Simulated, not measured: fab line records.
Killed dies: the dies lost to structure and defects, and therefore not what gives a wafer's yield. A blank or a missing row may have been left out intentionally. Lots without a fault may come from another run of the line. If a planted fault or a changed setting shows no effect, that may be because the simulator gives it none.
A struck lot beside a sound one + flow rit-cmos + 32 steps out of a route of 202
Sound: the wafers L274.1, L274.2, L274.3. Wafers struck: L278.2, L278.3, L278.5. The cause is named last.
Per side, at each step with rows, come the tool, then ch with its chambers, and then its first start. Under that, the readings that differ: sound wafers + struck wafers + difference of the means + sigmas: that difference in standard deviations of wafers without a fault.
alike: readings with means less than 2 such deviations apart, plus words and numbers identical on both sides. not compared: withheld readings, readings lacking a value on some wafer, bounds such as >300 that could conceal the same value, and numbers that have no deviation in the record and whose values overlap.
A row with sigmas, a row that says differs or no value, or rows on one side alone: a step with any of these is where the two part. When numbers do not overlap yet have no deviation, they are printed without sigmas and do not part them. Lack of a reading on every wafer of one side parts them only where that side has two or more wafers.

first, 2 steps without rows for these wafers: RIT_SPACER_CLEAN_02 (cleans in SC2, time 600 s); RIT_SPACER_CVD_03 (deposits Si3N4 from SiH2Cl2/NH3, target thk 250 nm, time 3300 s).
RIT_SPACER_THK_MEAS_04:
  sound: film-metro-02 at day 4 10:01; struck: film-metro-03 at day 5 06:16
  alike: SPACER_NITRIDE_THK
RIT_SPACER_ETCHBACK_05: etches Si3N4 in SF6/CHF3, stops on SiO2, target depth 250 nm, time 240 s.
  sound on rie-diel-03 ch 0,2,3, day 4 10:05; struck on rie-diel-02 ch 2,3, day 5 06:19
  alike: CHF3_flow_sccm, drypump-motor-current-A, oes-product-au, throttle-valve-pct
  not compared: rf-hours-counter-h
then, 6 steps without rows for these wafers: RIT_NSD_HMDS_00 (prime time 60 s); RIT_NSD_COAT_01 (resist thk 1000 nm); RIT_NSD_SOFTBAKE_02 (time 60 s); RIT_NSD_EXPOSE_03 (exposes mask M9, target cd 40700 nm); RIT_NSD_PEB_04; RIT_NSD_DEVELOP_05 (develop time 50 s).
RIT_NSD_OVL_MEAS_06:
  sound: overlay-01 at day 4 11:27; struck: overlay-01 at day 5 07:19
  alike: NSD_OVL
then, 1 step without rows for these wafers: RIT_NSD_HARDBAKE_07 (time 60 s).
RIT_NSD_IMPLANT_08:
  struck on implanter-02, day 5 07:32; sound on implanter-02 ch 0, day 4 11:38
  no value came back on the struck wafers for beam-energy-keV, beam-on-s (s); on the sound wafers beam-energy-keV reads 25.000 25.000 24.997
RIT_NSD_STRIP_09: strips in O2, time 180 s.
  sound on plasma-asher-02 ch 0,1, day 4 11:47; struck on plasma-asher-02 ch 0,1, day 5 07:39
  alike: drypump-motor-current-A
  not compared: rf-hours-counter-h
RIT_NSD_TW_MEAS_10:
  sound: film-metro-02 at day 4 11:58; struck: film-metro-01 at day 5 07:50
| reading | sound          | struck   | difference | sigmas |
|---------|----------------|----------|------------|--------|
| NSD_TW  | 3088 3114 3090 | 30 30 30 | -3067      | -79    |
then, 6 steps without rows for these wafers: RIT_PSD_HMDS_00 (prime time 60 s); RIT_PSD_COAT_01 (resist thk 1000 nm); RIT_PSD_SOFTBAKE_02 (time 60 s); RIT_PSD_EXPOSE_03 (exposes mask M10, target cd 40900 nm); RIT_PSD_PEB_04; RIT_PSD_DEVELOP_05 (develop time 50 s).
RIT_PSD_OVL_MEAS_06:
  sound: overlay-01 at day 4 13:00; struck: overlay-02 at day 5 08:51
  alike: PSD_OVL
then, 2 steps without rows for these wafers: RIT_PSD_HARDBAKE_07 (time 60 s); RIT_PSD_IMPLANT_08.
RIT_PSD_STRIP_09: strips in O2, time 180 s.
  sound on plasma-asher-02 ch 0,1, day 4 13:20; struck on plasma-asher-02 ch 1, day 5 09:11
  alike: drypump-motor-current-A
  not compared: rf-hours-counter-h
RIT_PSD_TW_MEAS_10:
  sound: film-metro-01 at day 4 13:31; struck: film-metro-02 at day 5 09:22
  alike: PSD_TW
then, 3 steps without rows for these wafers: RIT_SDANNEAL_CLEAN_00 (cleans in SC1, time 600 s); RIT_SDANNEAL_CLEAN_01 (cleans in dHF, time 30 s); RIT_SDANNEAL_CLEAN_02 (cleans in SC2, time 600 s).
RIT_SDANNEAL_RTA_03: time 5 s.
  sound on rtp-anneal-02 ch 0, day 4 13:58; struck on rtp-anneal-02 ch 0, day 5 09:48
  alike: wafer_temp_C_max
RIT_SDANNEAL_RS_MEAS_04: uses a four-point probe to measure.
  sound: film-metro-03 at day 4 14:01; struck: film-metro-01 at day 5 09:52
  alike: PSD_RS
RIT_SDANNEAL_RS_MEAS_05: uses a four-point probe to measure.
  sound: film-metro-03 at day 4 14:08; struck: film-metro-01 at day 5 09:59
| reading         | sound          | struck            | difference | sigmas      |
|-----------------|----------------|-------------------|------------|-------------|
| NSD_RS (ohm/sq) | 85.8 86.0 86.2 | 133.0 133.0 133.1 | +47.0      | +99 or more |

## WHERE THEY PART
Last at RIT_SDANNEAL_RS_MEAS_05 as far as this record goes, first at RIT_NSD_IMPLANT_08.

WHY: what the simulator had put in
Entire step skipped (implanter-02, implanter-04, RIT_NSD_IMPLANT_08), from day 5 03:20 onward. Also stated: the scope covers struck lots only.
